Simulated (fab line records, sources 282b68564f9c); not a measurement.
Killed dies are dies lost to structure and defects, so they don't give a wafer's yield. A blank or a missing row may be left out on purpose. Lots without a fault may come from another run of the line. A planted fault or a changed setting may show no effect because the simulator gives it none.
Tool commonality check | flow rit_cmos | 15 lots, 45 wafers sampled

WHY IT WAS OPENED
At RIT_NRETRO_TW_MEAS_10 the reading NRETRO_TW is flagged on 3 of 15 lots. Wafers without a fault read 1059, standard deviation 4.3.
Rule: a lot is flagged when every wafer of it that has a number lies more than 4 standard deviations from that mean, or none has a number. The other lots count as sound.

lot  | measured    | on            | NRETRO_TW, wafer by wafer | flag
L440 | day 2 16:29 | film_metro-03 | 1057 1053 1057            |
L441 | day 2 21:34 | film_metro-02 | 1060 1061 1055            |
L442 | day 2 22:05 | film_metro-03 | 1051 1052 1059            |
L444 | day 3 11:00 | film_metro-03 | 1069 1062 1060            |
L445 | day 3 16:08 | film_metro-03 | 233 230 230               | FLAGGED
L446 | day 3 18:20 | film_metro-04 | 227 231 228               | FLAGGED
L448 | day 4 06:50 | film_metro-03 | 1057 1054 1055            |
L450 | day 4 14:37 | film_metro-04 | 225 227 225               | FLAGGED
L453 | day 5 05:53 | film_metro-03 | 1061 1058 1063            |
L454 | day 5 12:31 | film_metro-04 | 1056 1056 1047            |
L458 | day 6 08:06 | film_metro-04 | 1067 1057 1061            |
L459 | day 6 13:11 | film_metro-04 | 1061 1059 1060            |
L460 | day 6 15:29 | film_metro-04 | 1059 1060 1058            |
L461 | day 6 22:02 | film_metro-02 | 1062 1062 1066            |
L462 | day 7 03:40 | film_metro-04 | 1058 1063 1053            |
The numbers of the flagged lots are 228 on average: -831 against the usual, or -99 or more standard deviations.

WHICH TOOL RAN EACH LOT
The record holds 1 process step before the reading, out of a route of 202 steps. In each cell: the tool, then ch and the chambers that the sampled wafers went through, then the start.
lot  | flag    | RIT_NRETRO_DEVELOP_05
L440 |         | litho_track-02 ch 0, day 2 15:00
L441 |         | litho_track-04 ch 0, day 2 20:00
L442 |         | litho_track-02 ch 0, day 2 21:00
L444 |         | litho_track-01 ch 0, day 3 10:00
L445 | FLAGGED | litho_track-02 ch 0, day 3 15:00
L446 | FLAGGED | litho_track-02 ch 0, day 3 17:00
L448 |         | litho_track-04 ch 0, day 4 05:00
L450 | FLAGGED | litho_track-02 ch 0, day 4 13:00
L453 |         | litho_track-04 ch 0, day 5 05:00
L454 |         | litho_track-04 ch 0, day 5 11:00
L458 |         | litho_track-01 ch 0, day 6 07:00
L459 |         | litho_track-04 ch 0, day 6 12:00
L460 |         | litho_track-04 ch 0, day 6 14:00
L461 |         | litho_track-01 ch 0, day 6 21:00
L462 |         | litho_track-01 ch 0, day 7 02:00
What these steps do:
- RIT_NRETRO_DEVELOP_05: develop time 68 s.
- RIT_NRETRO_TW_MEAS_10

FLAGGED OVER TOTAL, TOOL BY TOOL (the gauges that took the reading come last)
step                  | tool           | lots run | flagged | share of the flagged lots | sound lots run after its first flagged lot
RIT_NRETRO_DEVELOP_05 | litho_track-01 | 4        | 0       | none                      | -
RIT_NRETRO_DEVELOP_05 | litho_track-02 | 5        | 3       | all                       | 0
RIT_NRETRO_DEVELOP_05 | litho_track-04 | 6        | 0       | none                      | -
RIT_NRETRO_TW_MEAS_10 | film_metro-02  | 2        | 0       | none                      | -
RIT_NRETRO_TW_MEAS_10 | film_metro-03  | 6        | 1       | some                      | 2 (L448,L453)
RIT_NRETRO_TW_MEAS_10 | film_metro-04  | 7        | 2       | some                      | 5 (L454,L458,L459,L460,L462)

WHAT THE TABLE ALLOWS
1 row of the table ran every flagged lot: litho_track-02 at RIT_NRETRO_DEVELOP_05.
- litho_track-02 at RIT_NRETRO_DEVELOP_05: 3 of its 5 lots flagged. Its last sound lot is L442 (day 2 21:00), its first flagged lot L445 (day 3 15:00): a fault that began between those two fits.
One tool is left: litho_track-02 at RIT_NRETRO_DEVELOP_05.

WHAT THE SIMULATOR HAD PUT IN
Process parameter drift: litho_track-02, from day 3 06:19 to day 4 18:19, at RIT_NRETRO_DEVELOP_05. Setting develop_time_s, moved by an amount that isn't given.
Lots struck among those shown: L445, L446, L450. The rule above found the same.
